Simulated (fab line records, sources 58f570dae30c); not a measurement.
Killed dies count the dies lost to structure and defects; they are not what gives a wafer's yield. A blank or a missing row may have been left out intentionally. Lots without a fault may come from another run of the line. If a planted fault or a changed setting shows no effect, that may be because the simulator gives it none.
fab line records	flow berkeleyCmos170	part 1 of 2: steps 1 to 28 of 38
[record] lots = 5	wafers = 15	lastDay = 13
route steps=331 shown PWELL@43 WELLDRIVE@55 ACTIVE@60 PFIELD@79
lots untouched by any fault: they come from a run of this same line in which no faults occurred
startH: hours from the record's first day to the start of the lot's first wafer shown	waitH: hours from the lot's prior step to this one	" the same as in the row above	L1.1+2: one row covering several wafers at once	- no value present, or no start provided	* or withheld: withheld	< > ~ a bound
route shown NAME@n: NAME is a module with steps in the file, n the number in the route of the first one	usual: mean and standard deviation over wafers with no fault	same: alike in all rows	chamber/n: place in a boat	sites: each site's reading	_std_site: the standard deviation of these	_edge_site: mean of outer sites minus mean of inner sites	radiusMm: for every site, how far away it sits from the centre of the wafer	mask NAME#n: copy n	behind: tool/chamber where the wafer was last shaped	hold: the reason the lot was held/the length of the hold in hours/how it ended	device: whichever transistor did not switch (one of n, p or np)	end of line: the route-end tests of the same wafers	where a step has no rows: the recipe by itself	killed: dies that structure and defects cost at the first sort, which is not the same as the wafer's yield	map: per-die view of a wafer (x killed, . not killed, _ where there is no die)
set.NAME: the setting the step ran with; set.NAME@STEP: the setting that earlier step ran with	model.NAME: the simulator's own value behind a step, which no gauge read
a table for each step, a row for each wafer; lots at some steps of the route
services: from which hour (startH, from the record's first day; less than 0 if before it) a tool's chamber was out of use, for how many hours, and why
[[steps]]
[step UCB170_PWELL_SOFTBAKE_09]
[recipe] resist = KrF	tempC = 130	timeS = 60
[usual] resistLineTempC = 23.01/0.11
lot.wafer	tool	chamber	startH	waitH	resistLineTempC
L074.1	lithoTrack-04	0	57.98	0.1	23.03
L074.5	"	0	"	"	22.99
L074.6	"	0	"	"	22.79
L076.3	lithoTrack-04	0	66.66	0.1	23.02
L076.4	"	0	"	"	23.07
L076.6	"	0	"	"	23.19
L082.3	lithoTrack-04	0	100.49	0.1	23.03
L082.4	"	0	"	"	23.25
L082.5	"	0	"	"	23.05
L094.3	lithoTrack-04	0	158.51	0.1	22.98
L094.4	"	0	"	"	22.96
L094.6	"	0	"	"	23.12
L093.1	lithoTrack-01	0	158.71	0.1	22.93
L093.5	"	0	"	"	22.76
L093.6	"	0	"	"	22.92
[step UCB170_PWELL_EXPOSE_10]
[recipe] maskId = PWELL	targetCdNm = 3000	na = 0.5	sigmaOuter = 0.6	sourceShape = conventional	doseMj = 19
lot.wafer	tool	chamber	startH	waitH	mask
L074.1+5+6	krfScanner-02	0	58.13	0.1	PWELL#0
L076.3+4+6	krfScanner-02	0	66.90	0.2	PWELL#0
L082.3+4+5	krfScanner-01	0	100.69	0.2	PWELL#0
L094.3+4+6	krfScanner-02	0	158.65	0.1	PWELL#0
L093.1+5+6	krfScanner-01	0	158.98	0.2	PWELL#0
[step UCB170_PWELL_PEB_11]
[recipe] pebTempC = 130	pebTimeS = withheld	resist = KrF
[usual] resistLineTempC = 23.02/0.1
lot.wafer	tool	chamber	startH	waitH	resistLineTempC
L074.1	lithoTrack-04	0	58.40	0.3	23.13
L074.5	"	0	"	"	23.07
L074.6	"	0	"	"	23.19
L076.3	lithoTrack-04	0	67.53	0.6	23.14
L076.4	"	0	"	"	23.17
L076.6	"	0	"	"	23.01
L082.3	lithoTrack-02	0	101.55	0.8	22.92
L082.4	"	0	"	"	22.99
L082.5	"	0	"	"	23.10
L094.3	lithoTrack-04	0	158.78	0.1	23.01
L094.4	"	0	"	"	23.12
L094.6	"	0	"	"	23.09
L093.1	lithoTrack-02	0	159.18	0.2	22.81
L093.5	"	0	"	"	22.97
L093.6	"	0	"	"	22.96
[step UCB170_PWELL_DEVELOP_12]
[recipe] developer = TMAH	developTimeS = 45	resist = KrF	devTempC = 21
[usual] resistLineTempC = 22.97/0.11
lot.wafer	tool	chamber	startH	waitH	resistLineTempC
L074.1	lithoTrack-04	0	-	-	22.98
L074.5	"	0	"	"	22.98
L074.6	"	0	"	"	23.05
L076.3	lithoTrack-04	0	-	-	22.94
L076.4	"	0	"	"	23.18
L076.6	"	0	"	"	23.15
L082.3	lithoTrack-02	0	-	-	22.99
L082.4	"	0	"	"	22.87
L082.5	"	0	"	"	22.90
L094.3	lithoTrack-04	0	-	-	22.95
L094.4	"	0	"	"	22.91
L094.6	"	0	"	"	22.87
L093.1	lithoTrack-02	0	-	-	22.92
L093.5	"	0	"	"	23.06
L093.6	"	0	"	"	22.86
[step UCB170_PWELL_OVL_MEAS_13]
[usual] PWELL_OVL = 1/4.4
lot.wafer	tool	chamber	startH	waitH	PWELL_OVL[nm]
L074.1	overlay-02	-	58.68	-	9
L074.5	"	-	"	"	8
L074.6	"	-	"	"	6
L076.3	overlay-01	-	67.77	-	2
L076.4	"	-	"	"	6
L076.6	"	-	"	"	3
L082.3	overlay-01	-	101.78	-	2
L082.4	"	-	"	"	-5
L082.5	"	-	"	"	-6
L094.3	overlay-02	-	159.01	-	2
L094.4	"	-	"	"	6
L094.6	"	-	"	"	-1
L093.1	overlay-01	-	159.46	-	4
L093.5	"	-	"	"	5
L093.6	"	-	"	"	-1
[step UCB170_PWELL_ETCH_14]
[recipe] chemistry = CH3F/Ar/O2	target = Si3N4	stopOn = SiO2	CH3F_flow_sccm = 20	Ar_flow_sccm = 50	O2_flow_sccm = 7	pressureMtorr = 50	rfW = 450	targetDepthA = 2420	overEtchFrac = 0.1	timeS = 156.7
[usual] drypumpMotorCurrentA = 5.8/0.4	oesProductAu = 0.940/0.012	throttleValvePct = 7.98/0.11
lot.wafer	tool	chamber	startH	waitH	drypumpMotorCurrentA	oesProductAu	rfHoursCounterH	throttleValvePct
L074.1	rieDiel-01	0	58.71	0.0	6.2	0.928	147	7.99
L074.5	"	0	"	"	6.2	0.934	-	7.97
L074.6	"	3	"	"	5.8	0.921	-	7.93
L076.3	rieDiel-03	2	67.79	0.0	5.7	0.935	149	8.19
L076.4	"	1	"	"	6.3	0.932	14	8.17
L076.6	"	2	"	"	5.8	0.936	-	8.20
L082.3	rieDiel-04	2	101.81	0.0	5.8	0.955	159	8.07
L082.4	"	0	"	"	6.1	0.938	12	7.91
L082.5	"	0	"	"	6.1	0.939	-	7.91
L094.3	rieDiel-01	3	159.04	0.0	5.8	0.921	36	7.93
L094.4	"	0	"	"	6.2	0.934	152	7.98
L094.6	"	0	"	"	6.2	0.926	-	7.99
L093.1	rieDiel-04	2	159.50	0.0	5.8	0.961	0	8.09
L093.5	"	1	"	"	5.6	0.932	-	7.96
L093.6	"	0	"	"	6.1	0.930	-	7.92
[step UCB170_PWELL_IMPLANT_15]
[recipe] species = B	doseCm2 = 5e+12	energyKev = 60	tiltDeg = 7
[usual] endStationPressureTorr = 5e-06/2.9e-07	faradayCurrentUA = 15.9/0.3
lot.wafer	tool	chamber	startH	waitH	endStationPressureTorr	faradayCurrentUA
L074.1	implanter-04	0	58.86	0.1	4.51e-06	15.6
L074.5	"	0	"	"	5.63e-06	15.8
L074.6	"	0	"	"	5.15e-06	15.6
L076.3	implanter-04	0	67.94	0.1	5.11e-06	16.4
L076.4	"	0	"	"	4.57e-06	15.3
L076.6	"	0	"	"	4.79e-06	15.7
L082.3	implanter-01	0	101.96	0.1	4.94e-06	16.2
L082.4	"	0	"	"	5.61e-06	16.1
L082.5	"	0	"	"	4.47e-06	16.2
L094.3	implanter-04	0	159.19	0.1	4.65e-06	16.0
L094.4	"	0	"	"	5.45e-06	15.9
L094.6	"	0	"	"	4.83e-06	15.5
L093.1	implanter-02	0	159.60	0.1	4.97e-06	16.0
L093.5	"	0	"	"	5.32e-06	16.0
L093.6	"	0	"	"	4.77e-06	16.0
[step UCB170_PWELL_STRIP_16]
[recipe] chemistry = O2	powerW = 400	pressureMtorr = 3500	platenTempC = withheld	o2FlowSccm = 400	overashFraction = 0.5
[usual] drypumpMotorCurrentA = 5.6/0.3	oesProductAu = 0.721/0.0045	stripTimeToEndpointS = 17.95/0.099
lot.wafer	tool	chamber	startH	waitH	drypumpMotorCurrentA	oesProductAu	rfHoursCounterH	stripTimeToEndpointS
L074.1	plasmaAsher-03	1	59.01	0.1	5.6	0.726	31	18.06
L074.5	"	1	"	"	5.6	0.723	-	18.05
L074.6	"	0	"	"	5.2	0.720	-	18.09
L076.3	plasmaAsher-02	0	68.08	0.1	5.9	0.721	-	17.65
L076.4	"	1	"	"	5.3	0.724	-	17.82
L076.6	"	0	"	"	5.9	0.722	-	17.72
L082.3	plasmaAsher-02	1	102.09	0.1	5.3	0.726	-	18.08
L082.4	"	0	"	"	5.9	0.714	-	17.84
L082.5	"	0	"	"	5.9	0.714	-	17.76
L094.3	plasmaAsher-01	1	159.32	0.1	5.4	0.721	-	18.04
L094.4	"	0	"	"	6.1	0.722	-	17.90
L094.6	"	1	"	"	5.4	0.718	-	17.92
L093.1	plasmaAsher-02	1	159.75	0.1	5.3	0.716	46	17.98
L093.5	"	1	"	"	5.3	0.711	-	17.85
L093.6	"	0	"	"	5.8	0.725	-	17.75
[step UCB170_PWELL_TW_MEAS_17]
[usual] PWELL_TW = 376.4/2.1
lot.wafer	tool	chamber	startH	waitH	PWELL_TW
L074.1	filmMetro-04	-	59.11	0.1	377.9
L074.5	"	-	"	"	380.8
L074.6	"	-	"	"	380.4
L076.3	filmMetro-02	-	68.16	0.1	378.4
L076.4	"	-	"	"	378.1
L076.6	"	-	"	"	375.6
L082.3	filmMetro-04	-	102.18	0.1	379.8
L082.4	"	-	"	"	380.0
L082.5	"	-	"	"	379.0
L094.3	filmMetro-03	-	159.41	0.1	373.0
L094.4	"	-	"	"	375.3
L094.6	"	-	"	"	374.3
L093.1	filmMetro-03	-	159.89	0.1	374.5
L093.5	"	-	"	"	373.2
L093.6	"	-	"	"	373.0
[step UCB170_PWELL_CLEAN_18]
[recipe] chemistry = SPM	tempC = 120	timeS = 600
lot.wafer	tool	chamber	startH	waitH
L074.1+5+6	wetBench-04	0	59.33	0.2
L076.3+4+6	wetBench-02	1	68.34	0.2
L082.3+4+5	wetBench-02	0	102.28	0.1
L094.3+4+6	wetBench-03	2	159.45	0.0
L093.1+5+6	wetBench-03	3	159.95	0.1
[step UCB170_PWELL_WET_ETCH_19]
[recipe] chemistry = H3PO4	target = Si3N4	tempC = 160	timeS = 14400
lot.wafer	tool	chamber	startH	waitH
L074.1+5+6	wetBench-02	2	63.05	3.5
L076.3+4+6	wetBench-02	2	68.84	0.3
L082.3+4+5	wetBench-02	0	102.45	0.0
L094.3+4+6	wetBench-02	1	159.62	0.0
L093.1+5+6	wetBench-03	3	160.13	0.0
[step UCB170_PWELL_WET_ETCH_20]
[recipe] chemistry = BOE	dilution = 5:1	target = SiO2	tempC = 25	timeS = 22
lot.wafer	tool	chamber	startH	waitH
L074.1+5+6	wetBench-04	1	67.06	0.0
L076.3+4+6	wetBench-02	1	73.82	0.2
L082.3+4+5	wetBench-02	3	106.64	0.2
L094.3+4+6	wetBench-02	1	163.82	0.2
L093.1+5+6	wetBench-03	3	164.13	0.0
[step UCB170_WELLDRIVE_CLEAN_00]
[recipe] chemistry = SPM	tempC = 120	timeS = 600
lot.wafer	tool	chamber	startH	waitH
L074.1+5+6	wetBench-04	1	67.07	0.0
L076.3+4+6	wetBench-02	2	73.83	0.0
L082.3+4+5	wetBench-02	2	110.72	4.1
L094.3+4+6	wetBench-02	1	163.84	0.0
L093.1+5+6	wetBench-03	0	164.15	0.0
[step UCB170_WELLDRIVE_OXIDATION_01]
[recipe] tempC = 1100	ambient = O2	targetThkA = 1990	oxTimeS = 9000
[usual] spikeTcSourceC = 1130.3/1.2
[same] oxTimeS = 9000
lot.wafer	tool	chamber	startH	waitH	spikeTcSourceC
L074.1	furnace-01	0	67.81	0.5	1128.3
L074.5	"	0	"	"	1130.3
L074.6	"	0	"	"	1130.4
L076.3	furnace-01	0	78.39	4.4	1132.0
L076.4	"	0	"	"	1130.7
L076.6	"	0	"	"	1130.7
L082.3	furnace-04	0	115.78	4.9	1131.3
L082.4	"	0	"	"	1130.3
L082.5	"	0	"	"	1132.4
L093.1	furnace-01	0	167.54	3.2	1129.8
L093.5	"	0	"	"	1129.8
L093.6	"	0	"	"	1127.4
L094.3	furnace-01	0	167.54	3.5	1128.4
L094.4	"	0	"	"	1128.9
L094.6	"	0	"	"	1131.2
[step UCB170_WELLDRIVE_THK_MEAS_02]
[recipe] reads = SiO2_of_WELLDRIVE_OXIDATION_01
[usual] WELLDRIVE_OXIDE_THK = 198/3.8
lot.wafer	tool	chamber	startH	waitH	WELLDRIVE_OXIDE_THK[nm]
L074.1	filmMetro-03	-	71.31	0.0	203
L074.5	"	-	"	"	201
L074.6	"	-	"	"	199
L076.3	filmMetro-02	-	81.91	0.0	195
L076.4	"	-	"	"	196
L076.6	"	-	"	"	200
L082.3	filmMetro-03	-	119.30	0.0	189
L082.4	"	-	"	"	193
L082.5	"	-	"	"	193
L093.1	filmMetro-03	-	171.04	0.0	199
L093.5	"	-	"	"	198
L093.6	"	-	"	"	196
L094.3	filmMetro-02	-	171.06	0.0	198
L094.4	"	-	"	"	196
L094.6	"	-	"	"	200
[step UCB170_WELLDRIVE_ANNEAL_03]
[recipe] tempC = 1100	timeS = 900	ambient = N2
[usual] spikeTcSourceC = 1130.5/1.2
lot.wafer	tool	chamber	startH	waitH	spikeTcSourceC
L074.1	furnace-04	0	76.48	5.2	1131.5
L074.5	"	0	"	"	1130.2
L074.6	"	0	"	"	1131.5
L076.3	furnace-04	0	85.90	4.0	1129.7
L076.4	"	0	"	"	1129.8
L076.6	"	0	"	"	1128.3
L082.3	furnace-01	0	126.13	6.8	1130.1
L082.4	"	0	"	"	1130.8
L082.5	"	0	"	"	1129.5
L093.1	furnace-04	0	176.46	5.4	1132.1
L093.5	"	0	"	"	1133.1
L093.6	"	0	"	"	1130.8
L094.3	furnace-04	0	176.46	5.4	1130.1
L094.4	"	0	"	"	1131.1
L094.6	"	0	"	"	1131.3
[step UCB170_WELLDRIVE_WET_ETCH_04]
[recipe] chemistry = BOE	dilution = 5:1	target = SiO2	tempC = 25	timeS = 120
lot.wafer	tool	chamber	startH	waitH
L074.1+5+6	wetBench-04	1	78.07	0.3
L076.3+4+6	wetBench-02	3	87.15	0.0
L082.3+4+5	wetBench-03	3	127.38	0.0
L093.1+5+6	wetBench-04	1	177.71	0.0
L094.3+4+6	wetBench-04	0	177.71	0.0
[step UCB170_ACTIVE_CLEAN_00]
[recipe] chemistry = SPM	tempC = 120	timeS = 600
lot.wafer	tool	chamber	startH	waitH
L074.1+5+6	wetBench-04	3	78.31	0.2
L076.3+4+6	wetBench-02	2	87.19	0.0
L082.3+4+5	wetBench-03	0	127.42	0.0
L093.1+5+6	wetBench-04	2	177.76	0.0
L094.3+4+6	wetBench-04	0	177.76	0.0
[step UCB170_ACTIVE_CLEAN_01]
[recipe] chemistry = dHF	dilution = 25:1	timeS = 60
lot.wafer	tool	chamber	startH	waitH
L074.1+5+6	wetBench-04	3	78.72	0.2
L076.3+4+6	wetBench-02	2	87.54	0.2
L082.3+4+5	wetBench-02	2	127.62	0.0
L093.1+5+6	wetBench-04	0	178.02	0.1
L094.3+4+6	wetBench-04	0	178.02	0.1
[step UCB170_ACTIVE_OXIDATION_02]
[recipe] tempC = 1000	ambient = O2	targetThkA = 264	oxTimeS = 1260
[usual] spikeTcSourceC = 1029.1/1.2
[same] oxTimeS = 1260
lot.wafer	tool	chamber	startH	waitH	spikeTcSourceC
L074.1	furnace-04	0	84.55	5.8	1029.7
L074.5	"	0	"	"	1030.5
L074.6	"	0	"	"	1028.3
L076.3	furnace-02	0	93.08	5.5	1027.4
L076.4	"	0	"	"	1029.0
L076.6	"	0	"	"	1029.8
L082.3	furnace-02	0	133.00	5.4	1026.6
L082.4	"	0	"	"	1028.8
L082.5	"	0	"	"	1027.3
L093.1	furnace-02	0	183.66	5.6	1027.7
L093.5	"	0	"	"	1028.7
L093.6	"	0	"	"	1029.0
L094.3	furnace-02	0	183.66	5.6	1029.1
L094.4	"	0	"	"	1027.8
L094.6	"	0	"	"	1029.2
[step UCB170_ACTIVE_THK_MEAS_03]
[recipe] reads = SiO2_of_ACTIVE_OXIDATION_02
[usual] ACTIVE_OXIDE_THK = 26.3/0.67
lot.wafer	tool	chamber	startH	waitH	ACTIVE_OXIDE_THK[nm]
L074.1	filmMetro-01	-	85.90	0.0	26.0
L074.5	"	-	"	"	25.7
L074.6	"	-	"	"	26.0
L076.3	filmMetro-04	-	94.45	0.0	27.0
L076.4	"	-	"	"	27.2
L076.6	"	-	"	"	27.0
L082.3	filmMetro-04	-	134.37	0.0	26.8
L082.4	"	-	"	"	26.7
L082.5	"	-	"	"	26.6
L093.1	filmMetro-04	-	185.01	0.0	26.0
L093.5	"	-	"	"	26.2
L093.6	"	-	"	"	26.0
L094.3	filmMetro-02	-	185.03	0.0	26.1
L094.4	"	-	"	"	26.0
L094.6	"	-	"	"	26.2
[step UCB170_ACTIVE_ANNEAL_04]
[recipe] tempC = 1000	timeS = 900	ambient = N2
[usual] spikeTcSourceC = 1028.9/1.1
lot.wafer	tool	chamber	startH	waitH	spikeTcSourceC
L074.1	furnace-02	0	91.83	5.9	1028.5
L074.5	"	0	"	"	1028.4
L074.6	"	0	"	"	1027.9
L076.3	furnace-04	0	98.25	3.8	1029.6
L076.4	"	0	"	"	1029.5
L076.6	"	0	"	"	1029.5
L082.3	furnace-04	0	135.75	1.4	1031.5
L082.4	"	0	"	"	1030.5
L082.5	"	0	"	"	1029.6
L093.1	furnace-04	0	190.98	6.0	1027.6
L093.5	"	0	"	"	1029.3
L093.6	"	0	"	"	1029.4
L094.3	furnace-04	0	190.98	5.9	1030.5
L094.4	"	0	"	"	1028.0
L094.6	"	0	"	"	1029.5
[step UCB170_ACTIVE_CVD_05]
[recipe] material = Si3N4	targetThkNm = 220	tempC = 800	precursor = SiH2Cl2/NH3	timeS = 3300	pressureMtorr = 200	sih2cl2FlowSccm = 25	nh3FlowSccm = 75
[usual] spikeTcSourceC = 824.3/2
lot.wafer	tool	chamber	startH	waitH	spikeTcSourceC
L074.1	lpcvd-01	0	93.08	0.0	826.9
L074.5	"	0	"	"	827.4
L074.6	"	0	"	"	826.1
L076.3	lpcvd-02	1	99.64	0.1	823.9
L076.4	"	1	"	"	823.9
L076.6	"	1	"	"	825.5
L082.3	lpcvd-01	1	137.00	0.0	822.4
L082.4	"	1	"	"	823.6
L082.5	"	1	"	"	824.1
L093.1	lpcvd-01	0	192.29	0.1	827.2
L093.5	"	0	"	"	826.0
L093.6	"	0	"	"	825.5
L094.3	lpcvd-01	0	192.29	0.1	827.1
L094.4	"	0	"	"	824.4
L094.6	"	0	"	"	824.8
[step UCB170_ACTIVE_THK_MEAS_06]
[recipe] reads = Si3N4_of_ACTIVE_CVD_05
[usual] ACTIVE_NITRIDE_THK = 220.3/2.7
lot.wafer	tool	chamber	startH	waitH	ACTIVE_NITRIDE_THK[nm]
L074.1	filmMetro-02	-	95.00	0.0	222.3
L074.5	"	-	"	"	220.3
L074.6	"	-	"	"	220.6
L076.3	filmMetro-02	-	101.57	0.0	221.1
L076.4	"	-	"	"	221.9
L076.6	"	-	"	"	221.5
L082.3	filmMetro-01	-	138.94	0.0	220.2
L082.4	"	-	"	"	220.1
L082.5	"	-	"	"	222.3
L093.1	filmMetro-02	-	194.20	0.0	217.2
L093.5	"	-	"	"	219.0
L093.6	"	-	"	"	222.1
L094.3	filmMetro-01	-	194.22	0.0	216.2
L094.4	"	-	"	"	216.8
L094.6	"	-	"	"	216.9
[step UCB170_ACTIVE_HMDS_07]
[recipe] primeTimeS = 60	primeTempC = 100
[usual] resistLineTempC = 23.00/0.1
[same] primeTimeS = 60
lot.wafer	tool	chamber	startH	waitH	resistLineTempC
L074.1	lithoTrack-03	0	95.06	0.1	22.91
L074.5	"	0	"	"	22.75
L074.6	"	0	"	"	22.80
L076.3	lithoTrack-02	0	102.37	0.8	23.06
L076.4	"	0	"	"	23.20
L076.6	"	0	"	"	22.96
L082.3	lithoTrack-02	0	139.80	0.9	22.84
L082.4	"	0	"	"	22.84
L082.5	"	0	"	"	22.87
L094.3	lithoTrack-03	0	194.50	0.3	23.00
L094.4	"	0	"	"	23.08
L094.6	"	0	"	"	22.93
L093.1	lithoTrack-02	0	194.52	0.3	22.97
L093.5	"	0	"	"	22.99
L093.6	"	0	"	"	22.98
[step UCB170_ACTIVE_COAT_08]
[recipe] resist = KrF	spinRpm = 1520	resistThkNm = 900
[usual] resistLineTempC = 22.99/0.1
lot.wafer	tool	chamber	startH	waitH	resistLineTempC
L074.1	lithoTrack-03	0	95.21	0.1	23.08
L074.5	"	0	"	"	23.11
L074.6	"	0	"	"	22.98
L076.3	lithoTrack-02	0	102.52	0.1	23.01
L076.4	"	0	"	"	22.89
L076.6	"	0	"	"	22.92
L082.3	lithoTrack-02	0	139.95	0.1	22.87
L082.4	"	0	"	"	22.93
L082.5	"	0	"	"	22.95
L094.3	lithoTrack-03	0	194.65	0.1	23.06
L094.4	"	0	"	"	23.03
L094.6	"	0	"	"	23.03
L093.1	lithoTrack-02	0	194.67	0.1	23.11
L093.5	"	0	"	"	22.83
L093.6	"	0	"	"	22.99
[step UCB170_ACTIVE_SOFTBAKE_09]
[recipe] resist = KrF	tempC = 130	timeS = 60
[usual] resistLineTempC = 23.00/0.094
lot.wafer	tool	chamber	startH	waitH	resistLineTempC
L074.1	lithoTrack-03	0	95.36	0.1	23.02
L074.5	"	0	"	"	22.98
L074.6	"	0	"	"	22.98
L076.3	lithoTrack-02	0	102.67	0.1	22.85
L076.4	"	0	"	"	23.13
L076.6	"	0	"	"	23.00
L082.3	lithoTrack-02	0	140.10	0.1	22.88
L082.4	"	0	"	"	22.97
L082.5	"	0	"	"	22.91
L094.3	lithoTrack-03	0	194.80	0.1	23.17
L094.4	"	0	"	"	23.24
L094.6	"	0	"	"	23.00
L093.1	lithoTrack-02	0	194.82	0.1	23.01
L093.5	"	0	"	"	23.09
L093.6	"	0	"	"	23.25
[step UCB170_ACTIVE_EXPOSE_10]
[recipe] maskId = ACTIVE	targetCdNm = 1200	na = 0.5	sigmaOuter = 0.6	sourceShape = conventional	doseMj = 20
lot.wafer	tool	chamber	startH	waitH	mask
L074.1+5+6	krfScanner-01	0	95.51	0.1	ACTIVE#0
L076.3+4+6	krfScanner-02	0	102.93	0.2	ACTIVE#0
L082.3+4+5	krfScanner-01	0	140.44	0.3	ACTIVE#0
L094.3+4+6	krfScanner-01	0	195.06	0.2	ACTIVE#0
L093.1+5+6	krfScanner-01	0	195.14	0.3	ACTIVE#0
